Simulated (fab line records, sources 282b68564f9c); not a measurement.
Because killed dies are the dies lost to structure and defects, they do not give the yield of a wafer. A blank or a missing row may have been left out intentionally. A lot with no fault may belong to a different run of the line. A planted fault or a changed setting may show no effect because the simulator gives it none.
A lot that was struck, set against a sound lot / flow rit cmos / 15 steps out of a route of 202
Sound: wafers L633.3, L633.4, L633.6. Wafers L645.1, L645.4, L645.5 were the ones struck. At the end, the cause is stated.
At each step with rows: each side's tool, then ch and its chambers, then its first start. Under that, the readings that differ: sound wafers / struck wafers / difference of the means / sigmas: that difference in standard deviations of wafers without a fault.
alike: readings whose means differ by less than 2 such deviations, and words and numbers that are the same on both sides. not compared: withheld readings, readings that some wafer has no value for, bounds like >300 that may hide the same value, and numbers for which the record gives no deviation and whose values overlap.
A row with sigmas, a row that says differs or no value, or rows on one side alone: a step with any of these is where the two part. Numbers that don't overlap but have no deviation are shown without sigmas and don't part them. A reading that every wafer of one side lacks parts them only if that side has two wafers or more.

RIT_CONTACT_OVL_MEAS_09:
  sound on overlay-02, day 3 13:05; struck on overlay-02, day 5 21:33
  alike: CONTACT_OVL
then, 1 step without rows for these wafers: RIT_CONTACT_HARDBAKE_10 (time 60 s).
RIT_CONTACT_ETCH_11: etches SiO2 in CHF3/CF4/Ar, stops on TiSi2, target depth 480 nm, time 320 s.
  sound on rie diel-04 ch 1,3, day 3 13:16; struck on rie diel-04 ch 1,2, day 5 21:44
  alike: cf4 flow sccm, chamber pressure mTorr, drypump motor current A, oes product au, throttle valve pct
  not compared: rf hours counter h
RIT_CONTACT_STRIP_12: strips in O2, time 180 s.
  sound on plasma asher-02 ch 0,1, day 3 13:31; struck on plasma asher-02 ch 1, day 5 21:56
  alike: chamber pressure mTorr, drypump motor current A, o2 flow sccm, rf refl power W
  not compared: rf hours counter h
RIT_CONTACT_CD_MEAS_90: the cd target is 1000 nm.
  sound on cd sem-02, day 3 13:41; struck on cd sem-02, day 5 22:07
reading=cd nm (nm); sound=1005.7 1004.3 1005.9; struck=999.7 1000.7 999.3; difference=-5.4; sigmas=-2
then, 2 steps without rows for these wafers: RIT_CONTACT_CLEAN_13 (cleans in SC1, time 600 s); RIT_CONTACT_CLEAN_14 (cleans in SC2, time 600 s).
RIT_M1_SPUTTER_00: material Al, target thk 400 nm, time 500 s.
  sound on pvd sputter-02, day 3 14:18; struck on pvd sputter-02, day 5 22:35
  alike: throttle valve pct
RIT_M1_RS_MEAS_01: measures by four-point-probe.
  sound on film metro-03, day 3 14:38; struck on film metro-01, day 5 22:53
  alike: M1_AL_RS
RIT_M1_THK_MEAS_02: measures by xrf.
  sound on film metro-03, day 3 14:44; struck on film metro-01, day 5 23:01
  alike: M1_AL_THK
then, 2 steps without rows for these wafers: RIT_M1_HMDS_03 (prime time 60 s); RIT_M1_COAT_04 (resist thk 1300 nm).
RIT_M1_SOFTBAKE_05: time 60 s.
  sound on litho track-02 ch 0, day 3 15:07; struck on litho track-04 ch 0, day 5 23:22
reading=run length s (s); sound=89.09 89.11 89.04; struck=100.07 99.99 100.19; difference=+11.00; sigmas=+69
then, 1 step without rows for these wafers: RIT_M1_EXPOSE_06 (exposes mask M12, target cd 2600 nm).
RIT_M1_PROBE_99:
  sound on prober-02, day 3 18:35; struck on prober-02, day 6 03:28
  alike: defect limited yield, killed at front end, killed dies, killed open, killed short, sort_bin_3_pad_short, sort_bin_5_function, sort_bin_6_memory, sort n pass, sort yield pct

## WHERE THEY PART
First at RIT_CONTACT_CD_MEAS_90; last, within this record, at RIT_M1_SOFTBAKE_05. Later steps at which nothing parts them and some readings are alike: RIT_M1_PROBE_99.

WHY: the cause the simulator had injected
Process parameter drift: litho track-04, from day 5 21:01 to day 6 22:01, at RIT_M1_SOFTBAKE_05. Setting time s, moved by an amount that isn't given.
